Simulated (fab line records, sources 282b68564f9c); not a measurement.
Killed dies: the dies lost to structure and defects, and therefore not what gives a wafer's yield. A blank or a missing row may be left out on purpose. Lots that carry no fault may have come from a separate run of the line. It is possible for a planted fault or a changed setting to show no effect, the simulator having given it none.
Which of the tools did it? + flow rit-cmos + 21 wafers sampled from 7 lots at 1 step of a route of 202

== WHAT THE GAUGES READ, wafer by wafer ==
RIT_NWELL_OVL_MEAS_06.
| lot  | measured    | on         | NWELL_OVL (nm) |
|------|-------------|------------|----------------|
| L285 | day 2 06:20 | overlay-01 | -1.4 -1.0 -2.1 |
| L292 | day 4 01:27 | overlay-02 | 0.3 1.2 1.5    |
| L297 | day 4 18:31 | overlay-02 | -0.8 -2.0 -1.2 |
| L299 | day 5 04:17 | overlay-01 | 2.5 4.0 1.9    |
| L301 | day 5 15:42 | overlay-02 | 0.9 0.3 -0.4   |
| L304 | day 6 06:40 | overlay-01 | -0.1 -0.5 1.3  |
| L306 | day 6 16:19 | overlay-01 | 1.8 -0.1 1.4   |

== WHAT TOOL EACH LOT RAN ON (gives the tool, then ch and the chambers of the sampled wafers, and finally the start) ==
Record: no process step prior to these readings.

== THE ANSWER, worked out from the rows above alone ==
Rule: what is usual is taken from the lots themselves. Put in order of their means at a reading, lots are off if they are a third of the lots or fewer, leave a main group of 4 or more, and stand apart from it by a gap of 3 or more times the standard deviation of the main group's means; of several such gaps the widest counts. Not used: any main group whose means are identical at the precision the tables above print for the reading. A lot without any number at a reading at which 4 lots or more have one is off too. All remaining lots with rows at the step are treated as sound.
Across all readings shown, no lot is off: no conclusion can be drawn from this.

== WHAT THE SIMULATOR PUT IN ==
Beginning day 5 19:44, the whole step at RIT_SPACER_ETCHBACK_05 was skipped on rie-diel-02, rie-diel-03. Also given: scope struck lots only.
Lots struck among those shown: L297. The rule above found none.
